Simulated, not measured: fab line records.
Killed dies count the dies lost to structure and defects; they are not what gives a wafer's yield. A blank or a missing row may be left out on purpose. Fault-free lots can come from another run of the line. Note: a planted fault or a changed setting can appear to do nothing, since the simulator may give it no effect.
Comparing a struck lot with a sound one | flow berkeleyCmos170 | 14 out of 331 route steps
Sound: the wafers L893.1, L893.2, L893.4. Wafers struck: L895.2, L895.3, L895.4. The cause is given at the end.
Order at every step that has rows: each side's tool, ch and its chambers, its first start. Under that, the readings that differ: sound wafers | struck wafers | difference of the means | sigmas: that difference in standard deviations of wafers without a fault.
alike: words and numbers the same on both sides, and readings whose means are apart by under 2 such deviations; not compared: readings that were withheld, readings missing a value for some wafer, numbers with overlapping values and no deviation given by the record, and bounds like >300 which may hide the same value.
A row with sigmas, a row that says differs or no value, or rows on one side alone: a step with any of these is where the two part. Non-overlapping numbers with no deviation appear without sigmas and do not part them. A reading missing from all wafers of one side parts the sides only when that side holds two or more wafers.

first, 5 steps without rows for these wafers: UCB170_WELLDRIVE_ANNEAL_03 (time 900 s); UCB170_WELLDRIVE_WET_ETCH_04 (etches SiO2 in BOE, time 120 s); UCB170_ACTIVE_CLEAN_00 (cleans in SPM, time 600 s); UCB170_ACTIVE_CLEAN_01 (cleans in dHF, time 60 s); UCB170_ACTIVE_OXIDATION_02 (target thk 26.4 nm, ox time 1260 s).
UCB170_ACTIVE_THK_MEAS_03:
  sound on filmMetro-02, day 4 10:03; struck on filmMetro-02, day 4 19:13
  alike: ACTIVE_OXIDE_THK
then, 2 steps without rows for these wafers: UCB170_ACTIVE_ANNEAL_04 (time 900 s); UCB170_ACTIVE_CVD_05 (deposits Si3N4 from SiH2Cl2/NH3, target thk 220 nm, time 3300 s).
UCB170_ACTIVE_THK_MEAS_06:
  sound on filmMetro-04, day 4 15:36; struck on filmMetro-02, day 5 03:14
  alike: ACTIVE_NITRIDE_THK
then, 3 steps without rows for these wafers: UCB170_ACTIVE_HMDS_07 (prime time 60 s); UCB170_ACTIVE_COAT_08 (resist thk 900 nm); UCB170_ACTIVE_SOFTBAKE_09 (time 60 s).
UCB170_ACTIVE_EXPOSE_10: exposes mask ACTIVE, target cd 1200 nm.
  struck on krfScanner-02, day 5 03:56; sound on krfScanner-01 ch 0, day 4 16:43
  no value came back on the struck wafers for exposureDoseMJCm2, focusOffsetNm (nm); on the sound wafers exposureDoseMJCm2 reads 20.018 19.958 19.994
  alike: mask
then, 1 step without rows for these wafers: UCB170_ACTIVE_PEB_11.

== WHERE THEY PART ==
Only at UCB170_ACTIVE_EXPOSE_10, as far as this record shows.

WHY: whatever the simulator had introduced
Skipped step whole: krfScanner-02, from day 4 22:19 on, at UCB170_ACTIVE_EXPOSE_10. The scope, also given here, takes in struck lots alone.
